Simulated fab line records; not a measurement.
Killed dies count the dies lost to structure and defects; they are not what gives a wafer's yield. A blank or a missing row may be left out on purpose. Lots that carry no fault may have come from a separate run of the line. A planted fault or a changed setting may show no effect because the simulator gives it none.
Lot-split experiment | flow berkeley cmos170 | 23 wafers read across 5 lots, on a route 331 steps long

== THE SPLIT ITSELF ==
At UCB170_GATE_COAT_07 (resist thk 900 nm), the setting resist thk nm was moved away from the recipe's 900 nm on 4 of the 23 wafers read, by -3.6% to +2.8%. This setting was run at the recipe's value on the other wafers.

== FROM THE SPLIT TO THE READING: what the file shows between them, 4 steps ==
- UCB170_GATE_PEB_10 (also split here: peb temp c)
- UCB170_GATE_DEVELOP_11: develop time 45 s
- UCB170_GATE_CD_MEAS_12: target cd 350 nm
- UCB170_GATE_ETCH_14: etches BARC in N2/H2

== THE READING ==
KrF_of_GATE_COAT_07.thk nm (the simulator's own value, which no gauge read), in nm, at UCB170_GATE_ETCH_15 (etches poly-Si in HBr/Cl2, stops on SiO2, time 56.3 s, target depth 278.2 nm). The file gives no usual value for it. Here, 19 wafers ran the recipe; their average is 775.3 nm with a standard deviation of 3.2 nm.

wafer  | tool, chamber at the split | resist thk nm as run, nm | against the recipe | KrF_of_GATE_COAT_07.thk nm, nm | against lot-mates on the recipe
L076.1 | litho track-01, 0          | 900                      | recipe             | 774.2                          | -
L076.2 | litho track-01, 0          | 900                      | recipe             | 776.6                          | -
L076.3 | litho track-01, 0          | 925.6                    | +2.8%              | 796.8                          | +20.2
L076.4 | litho track-01, 0          | 900                      | recipe             | 778.9                          | -
L076.6 | litho track-01, 0          | 925.6                    | +2.8%              | 802.3                          | +25.7
L079.2 | litho track-01, 0          | 900                      | recipe             | 771.9                          | -
L079.3 | litho track-01, 0          | 900                      | recipe             | 769.4                          | -
L079.4 | litho track-01, 0          | 900                      | recipe             | 772.8                          | -
L079.5 | litho track-01, 0          | 900                      | recipe             | 775.3                          | -
L079.6 | litho track-01, 0          | 900                      | recipe             | 775.6                          | -
L081.1 | litho track-02, 0          | 900                      | recipe             | 777.6                          | -
L081.2 | litho track-02, 0          | 900                      | recipe             | 779.2                          | -
L081.4 | litho track-02, 0          | 867.5                    | -3.6%              | 747.1                          | -29.8
L081.5 | litho track-02, 0          | 867.5                    | -3.6%              | 745.1                          | -31.8
L081.6 | litho track-02, 0          | 900                      | recipe             | 773.9                          | -
L083.2 | litho track-01, 0          | 900                      | recipe             | 776.5                          | -
L083.3 | litho track-01, 0          | 900                      | recipe             | 776.8                          | -
L083.4 | litho track-01, 0          | 900                      | recipe             | 776.9                          | -
L083.5 | litho track-01, 0          | 900                      | recipe             | 769.1                          | -
L083.6 | litho track-01, 0          | 900                      | recipe             | 773.9                          | -
L085.1 | litho track-02, 0          | 900                      | recipe             | 782.2                          | -
L085.3 | litho track-02, 0          | 900                      | recipe             | 772.5                          | -
L085.6 | litho track-02, 0          | 900                      | recipe             | 776.5                          | -

FIT RESULTS
A straight line over all 23 wafers: KrF_of_GATE_COAT_07.thk nm changes by +8.26 nm for each +1% of resist thk nm; r = +0.96; the points scatter about the line by 3.2 nm.
The same after taking each lot's own level away (the mean of its wafers on the recipe; 23 wafers): +8.35 nm for each +1%; r = +0.97; scatter 2.8 nm.
Per that fit: largest resist thk nm move, reading shift of 30 nm.
From 773.00 to 777.07 nm: that is the span of the lots' own levels, equal to 1.3 times the standard deviation above.
So the lot-to-lot level changes the slope little: the two slopes agree.
Check: for one of the wafers moved furthest among these (-3.6%), held out of the fit, the line's prediction against its lot-mates is -30.5 nm. It came out at -29.8 nm against them.

== OTHER SPLITS ON THESE WAFERS ==
These wafers also went through other splits before the reading. Each is held against what the fit with the lots' levels taken away leaves over:
other split on the same wafers      | wafers away from the commonest value | r with KrF_of_GATE_COAT_07.thk nm (lot level and that fit taken away)
UCB170_NWELL_CVD_04 temp c          | 15                                   | +0.02
UCB170_PWELL_CVD_05 time s          | 15                                   | -0.03
UCB170_PFIELD_IMPLANT_07 energy kev | 8                                    | +0.12
UCB170_SACOX_OXIDATION_01 temp c    | 10                                   | -0.04
UCB170_NVT_IMPLANT_07 dose cm2      | 8                                    | +0.05
UCB170_GATE_PEB_10 peb temp c       | 9                                    | +0.16

== THE WHOLE CHAIN: every reading that the file lists as answering this split, in the file's order ==
step                | what it does                                                                 | reading                                                                     | change (the file's fit)              | r (the file's)
UCB170_GATE_COAT_07 | resist thk 900 nm                                                            | KrF_of_GATE_COAT_07.thk nm (the simulator's own value, which no gauge read) | +9.17 nm for each +1% of the setting | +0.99
UCB170_GATE_ETCH_15 | etches poly-Si in HBr/Cl2, stops on SiO2, time 56.3 s, target depth 278.2 nm | KrF_of_GATE_COAT_07.thk nm (the simulator's own value, which no gauge read) | +8.36 nm for each +1% of the setting | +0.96

== THE FILE'S OWN FIT ==
KrF_of_GATE_COAT_07.thk nm changes by +8.36 nm for each +1% of resist thk nm, r = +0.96.
